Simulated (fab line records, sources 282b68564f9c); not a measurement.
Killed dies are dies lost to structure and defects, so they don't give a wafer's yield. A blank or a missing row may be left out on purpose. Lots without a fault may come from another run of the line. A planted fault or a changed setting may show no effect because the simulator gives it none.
A struck lot beside a sound one | flow rit_cmos | 15 steps out of a route of 202
Sound: wafers L496.1, L496.3, L496.4. Struck: wafers L504.3, L504.4, L504.5. The cause comes at the end.
At each step with rows: each side's tool, then ch and its chambers, then its first start. Under that, the readings that differ: sound wafers | struck wafers | difference of the means | sigmas: that difference in standard deviations of wafers without a fault.
alike: readings whose means differ by less than 2 such deviations, and words and numbers that are the same on both sides. not compared: withheld readings, readings that some wafer has no value for, bounds like >300 that may hide the same value, and numbers for which the record gives no deviation and whose values overlap.
The two part at a step that has a row with sigmas, a row that says differs or no value, or rows on one side only. Numbers that don't overlap but have no deviation are shown without sigmas and don't part them. A reading that every wafer of one side lacks parts them only if that side has two wafers or more.

first, 1 step without rows for these wafers: RIT_PWELL_DEVELOP_05 (develop time 68 s).
RIT_PWELL_OVL_MEAS_06:
  sound on overlay-01, day 3 11:16; struck on overlay-01, day 5 03:17
  alike: PWELL_OVL
then, 2 steps without rows for these wafers: RIT_PWELL_HARDBAKE_07 (time 120 s); RIT_PWELL_IMPLANT_08.
RIT_PWELL_STRIP_09: strips in O2, time 180 s.
  sound on plasma_asher-03 ch 0,1, day 3 11:43; struck on plasma_asher-03 ch 0,1, day 5 03:47
  alike: drypump_motor_current_A, rf_refl_power_W
  not compared: rf_hours_counter_h
RIT_PWELL_TW_MEAS_10:
  sound on film_metro-04, day 3 11:53; struck on film_metro-01, day 5 03:55
  alike: PWELL_TW
then, 1 step without rows for these wafers: RIT_WELLDRIVE_ANNEAL_00 (time 14700 s).
RIT_WELLDRIVE_RS_MEAS_01: measures by four-point-probe.
  sound on film_metro-01, day 3 18:38; struck on film_metro-04, day 5 09:05
  alike: NWELL_RS
RIT_WELLDRIVE_RS_MEAS_02: measures by four-point-probe.
  sound on film_metro-01, day 3 18:45; struck on film_metro-04, day 5 09:12
  alike: PWELL_RS
then, 3 steps without rows for these wafers: RIT_NRETRO_HMDS_00 (prime time 60 s); RIT_NRETRO_COAT_01 (resist thk 1300 nm); RIT_NRETRO_SOFTBAKE_02 (time 60 s).
RIT_NRETRO_EXPOSE_03: exposes mask M4, target cd 43900 nm.
  sound on iline_stepper-02 ch 0, day 3 19:19; struck on iline_stepper-01 ch 0, day 5 09:53
  reading                        | sound                | struck            | difference | sigmas
  model.NRETRO.overlay_x_nm (nm) | 0.7756 0.7756 0.7756 | 1.327 1.327 1.327 | +0.551     |
  alike: mask
then, 1 step without rows for these wafers: RIT_NRETRO_PEB_04.
RIT_M1_PROBE_99:
  the record has rows for the sound wafers here (prober-01, day 5 01:32) and none for the struck ones

WHERE THEY PART
Only at RIT_M1_PROBE_99, within this record.

WHY: what the simulator had put in
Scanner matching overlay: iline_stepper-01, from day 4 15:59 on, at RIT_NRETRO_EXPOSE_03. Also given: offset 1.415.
